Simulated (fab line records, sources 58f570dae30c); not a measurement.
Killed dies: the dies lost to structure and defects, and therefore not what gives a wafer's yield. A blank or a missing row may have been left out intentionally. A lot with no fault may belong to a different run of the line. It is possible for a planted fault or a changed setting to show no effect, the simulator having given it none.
Which tool is to blame? ; flow berkeley-cmos170 ; 14 lots with 42 wafers sampled at 4 steps, on a route of 331 steps

== WHAT THE GAUGES SHOWED, per wafer ==
UCB170_CONTACT_CD_MEAS_90: target cd 700 nm.
lot;measured;on;cd-nm (nm)
L228;day 8 07:52;cd-sem-02;696.7 700.4 698.1
L227;day 8 08:25;cd-sem-02;697.3 698.3 699.0
L231;day 9 12:14;cd-sem-01;699.5 698.7 701.5
L229;day 9 12:30;cd-sem-01;694.2 696.9 695.7
L233;day 9 12:10;cd-sem-02;696.9 699.9 702.1
L230;day 9 12:26;cd-sem-02;702.1 702.7 702.5
L236;day 9 12:43;cd-sem-01;698.9 698.7 699.0
L235;day 9 12:46;cd-sem-02;698.2 696.6 699.1
L232;day 9 12:32;cd-sem-02;698.1 700.3 699.8
L238;day 10 03:29;cd-sem-02;701.0 701.3 701.4
L237;day 10 03:29;cd-sem-01;700.6 701.2 699.3
L239;day 10 16:34;cd-sem-02;700.3 701.1 700.7
L242;day 11 03:20;cd-sem-02;701.1 700.2 701.1
L247;day 12 07:37;cd-sem-01;698.5 698.0 698.9

UCB170_M1_OVL_MEAS_10.
lot;measured;on;M1_OVL (nm)
L228;day 8 10:02;overlay-01;7 4 4
L227;day 8 11:28;overlay-01;-9 -4 -3
L231;day 9 14:48;overlay-01;-3 -3 2
L229;day 9 15:03;overlay-01;-4 -5 3
L233;day 9 14:46;overlay-02;6 8 5
L230;day 9 14:59;overlay-02;9 6 5
L236;day 9 15:20;overlay-01;10 6 9
L235;day 9 15:32;overlay-02;2 -2 3
L232;day 9 15:06;overlay-02;2 8 1
L238;day 10 06:24;overlay-01;0 10 4
L237;day 10 06:40;overlay-02;2 -2 6
L239;day 10 19:21;overlay-02;4 13 11
L242;day 11 04:49;overlay-01;7 -2 5
L247;day 12 09:29;overlay-02;0 -6 2

== WHICH TOOL RAN EACH LOT (tool, then ch and the chambers of the sampled wafers, then the start) ==
lot;UCB170_SDANNEAL_RTA_01;UCB170_M1_SOFTBAKE_05
L228;rtp-anneal-02 ch 0, day 8 02:45;litho-track-02 ch 0, day 8 08:00
L227;rtp-anneal-02 ch 0, day 8 02:53;litho-track-02 ch 0, day 8 09:00
L231;rtp-anneal-01 ch 0, day 9 04:20;litho-track-01 ch 0, day 9 13:00
L229;rtp-anneal-02 ch 0, day 9 04:23;litho-track-01 ch 0, day 9 13:00
L233;rtp-anneal-02 ch 0, day 9 04:41;litho-track-02 ch 0, day 9 13:00
L230;rtp-anneal-01 ch 0, day 9 04:45;litho-track-02 ch 0, day 9 13:00
L236;rtp-anneal-01 ch 0, day 9 05:11;litho-track-01 ch 0, day 9 14:00
L235;rtp-anneal-02 ch 0, day 9 05:11;litho-track-02 ch 0, day 9 14:00
L232;rtp-anneal-02 ch 0, day 9 05:35;litho-track-04 ch 0, day 9 13:00
L238;rtp-anneal-01 ch 0, day 9 17:34;litho-track-04 ch 0, day 10 04:00
L237;rtp-anneal-02 ch 0, day 9 17:59;litho-track-01 ch 0, day 10 05:00
L239;rtp-anneal-01 ch 0, day 10 10:31;litho-track-04 ch 0, day 10 17:00
L242;rtp-anneal-02 ch 0, day 10 20:52;litho-track-01 ch 0, day 11 04:00
L247;rtp-anneal-02 ch 0, day 12 01:08;litho-track-04 ch 0, day 12 08:00
- UCB170_SDANNEAL_RTA_01: time 5 s.
- UCB170_M1_SOFTBAKE_05: time 60 s.

== WHAT THE TOOLS THEMSELVES READ (means of the sampled wafers that have a number; where no wafer has one, the mark that the record gives instead) ==
UCB170_SDANNEAL_RTA_01.
lot;tool;lamp-power-pct (%);wafer_temp_C_max
L228;rtp-anneal-02;35.6;1056.1
L227;rtp-anneal-02;35.7;1056.5
L231;rtp-anneal-01;37.2;1052.3
L229;rtp-anneal-02;35.6;1055.4
L233;rtp-anneal-02;35.6;1055.9
L230;rtp-anneal-01;37.2;1052.9
L236;rtp-anneal-01;37.2;1053.2
L235;rtp-anneal-02;35.6;1054.9
L232;rtp-anneal-02;35.6;1054.6
L238;rtp-anneal-01;37.2;1053.5
L237;rtp-anneal-02;35.7;1055.7
L239;rtp-anneal-01;37.2;1052.3
L242;rtp-anneal-02;35.6;1054.6
L247;rtp-anneal-02;35.6;1056.3

UCB170_M1_SOFTBAKE_05.
lot;tool;chill-plate-temp-C (C);run-length-s (s)
L228;litho-track-02;23.07;89.36
L227;litho-track-02;22.91;89.40
L231;litho-track-01;22.89;89.04
L229;litho-track-01;23.02;89.11
L233;litho-track-02;23.01;89.33
L230;litho-track-02;22.91;89.26
L236;litho-track-01;22.93;89.11
L235;litho-track-02;23.13;89.31
L232;litho-track-04;23.05;89.17
L238;litho-track-04;23.14;89.15
L237;litho-track-01;23.00;100.38
L239;litho-track-04;22.82;89.08
L242;litho-track-01;22.96;100.31
L247;litho-track-04;22.93;89.16

== THE ANSWER, worked out from the rows above alone ==
Rule: the lots themselves supply what counts as usual. The widest of any qualifying gaps counts: lots, ordered by their means at a reading, are off when they make up no more than a third of the lots, leave a main group of 4 or more, and stand apart from it by 3 or more times the standard deviation of that group's means. If all means in a main group match to the digits the tables above print for the reading, that group is not used. A lot without any number at a reading at which 4 lots or more have one is off too. Where the step has rows for the other lots, those lots are counted as sound. First the gauges in route order, then the tools' own readings, where a lot's mean is used as printed above. The first step at which some lot is off is used, and at that step the reading that is off furthest; a lot without a number counts as furthest.
Off at UCB170_M1_SOFTBAKE_05 (run-length-s): L237, L242. The main group has a mean of 89.21 s with a standard deviation of 0.12.
If a tool, at that step or one of the process steps before it, ran each lot that is off and ran no sound lot following the first of them, it fits. One fits: UCB170_M1_SOFTBAKE_05 on litho-track-01. Its last sound lot is L236 (day 9 14:00), its first lot that is off L237 (day 10 05:00): a fault that began between those two fits.
On the lots that are off, the tool's own readings at UCB170_M1_SOFTBAKE_05 differ by more than 5 times the standard deviation of the sound lots' means, which bears it out; run-length-s reads 100.34 s there versus 89.21 s on the sound lots.

== WHAT THE SIMULATOR PUT IN ==
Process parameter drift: litho-track-01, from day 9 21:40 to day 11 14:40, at UCB170_M1_SOFTBAKE_05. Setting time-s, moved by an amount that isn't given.
Lots struck among those shown: L237, L242. The rule above reached the same finding.
